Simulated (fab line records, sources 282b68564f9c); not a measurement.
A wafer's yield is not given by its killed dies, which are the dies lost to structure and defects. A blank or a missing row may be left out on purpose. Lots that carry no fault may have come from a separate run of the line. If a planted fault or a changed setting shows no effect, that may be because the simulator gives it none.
Which tool was responsible? + flow rit cmos + 39 wafers sampled from 13 lots at 1 step of a route of 202

== WHAT THE GAUGES SHOWED, per wafer ==
RIT_ACTIVE_CD_MEAS_90 targets a cd of 1400 nm.
| lot  | measured    | on        | cd nm (nm)           |
|------|-------------|-----------|----------------------|
| L857 | day 1 15:53 | cd sem-02 | 1398.3 1397.8 1396.8 |
| L858 | day 1 22:20 | cd sem-02 | 1396.4 1396.6 1394.2 |
| L861 | day 2 11:04 | cd sem-02 | 1399.8 1398.4 1398.3 |
| L863 | day 2 21:10 | cd sem-02 | 1397.3 1397.2 1400.1 |
| L867 | day 3 18:37 | cd sem-01 | 1401.9 1403.5 1402.8 |
| L870 | day 4 08:11 | cd sem-02 | 1398.0 1396.9 1395.0 |
| L871 | day 4 14:44 | cd sem-02 | 1399.9 1399.4 1400.1 |
| L873 | day 4 23:36 | cd sem-02 | 1403.6 1403.2 1403.2 |
| L874 | day 5 05:13 | cd sem-02 | 1403.3 1403.3 1402.5 |
| L876 | day 5 14:13 | cd sem-02 | 1399.0 1399.1 1399.5 |
| L878 | day 6 00:59 | cd sem-02 | 1399.1 1401.3 1400.6 |
| L879 | day 6 05:13 | cd sem-02 | 1400.6 1400.7 1400.0 |
| L880 | day 6 11:02 | cd sem-02 | 1405.4 1404.1 1402.7 |

== TOOL THAT RAN EACH LOT (tool first, then ch and the chambers of the sampled wafers, then the start) ==
The record holds no process step before these readings.

== AS READ BY THE TOOLS THEMSELVES (means over the sampled wafers that have a number; for cases with no such wafer, the mark the record gives instead) ==
The record holds no such reading with a usual standard deviation.

== THE ANSWER, worked out from the rows above alone ==
Rule: the lots themselves supply what counts as usual. Put in order of their means at a reading, lots are off if they are a third of the lots or fewer, leave a main group of 4 or more, and stand apart from it by a gap of 3 or more times the standard deviation of the main group's means; of several such gaps the widest counts. Not used: any main group whose means are identical at the precision the tables above print for the reading. A lot without any number at a reading at which 4 lots or more have one is off too. All remaining lots with rows at the step are treated as sound. Order of review: gauges by route order, followed by the tools' own readings, for which a lot's mean as printed above is used. The first step at which some lot is off is used, and at that step the reading that is off furthest; a lot without a number counts as furthest.
No lot is off on any of the readings shown, so nothing can be concluded from this.

== WHAT THE SIMULATOR HAD PUT IN ==
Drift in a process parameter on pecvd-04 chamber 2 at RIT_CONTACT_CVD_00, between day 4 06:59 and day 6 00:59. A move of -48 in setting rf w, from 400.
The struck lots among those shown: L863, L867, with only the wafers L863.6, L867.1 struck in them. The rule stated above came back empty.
